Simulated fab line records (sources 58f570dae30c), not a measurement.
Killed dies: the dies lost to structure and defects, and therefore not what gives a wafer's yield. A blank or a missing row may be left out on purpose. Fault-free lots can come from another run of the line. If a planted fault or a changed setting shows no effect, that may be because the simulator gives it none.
Matching of chambers    flow berkeley cmos170    UCB170_GATE_ETCH_14 on rie diel-02 has 4 sister chambers
The step etches BARC in N2/H2. 4 wafers are shown with their chamber, then 7 later ones without.

WAFERS, EACH WITH ITS CHAMBER
wafer   chamber  drypump motor current A (A)
L447.2  3        5.8
L448.2  2        5.9
L453.3  1        5.0
L453.4  0        5.0

WAFERS WHOSE CHAMBER IS MISSING
wafer   drypump motor current A (A)
L453.6  5.8
L452.1  5.8
L452.2  4.9
L452.5  5.0
L455.1  4.9
L455.3  4.9
L455.5  4.9

WHICH CHAMBER EACH ONE RAN IN
wafer   from the rows above      in truth
L453.6  can't be placed: 3 or 2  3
L452.1  can't be placed: 3 or 2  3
L452.2  can't be placed: 0 or 1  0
L452.5  can't be placed: 0 or 1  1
L455.1  can't be placed: 0 or 1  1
L455.3  can't be placed: 0 or 1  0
L455.5  can't be placed: 0 or 1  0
Placed correctly: 0 of 7. Unplaceable from these rows: 7, with the true chamber sitting among the candidates in 7. Wrongly placed: 0.
How it was worked out, from the rows above alone: a wafer's distance from a chamber is the root of the sum, over the readings, of the square of ((its reading less the chamber's mean) divided by the reading's scatter). If the next closest chamber is less than 2 further off than the closest, the wafer can't be placed; otherwise it belongs to the closest. The mean given for a chamber averages the wafers shown for that chamber. The scatter: with one shown wafer a chamber, the root of the mean of the squares of how far each hidden wafer lies from its nearest shown one.
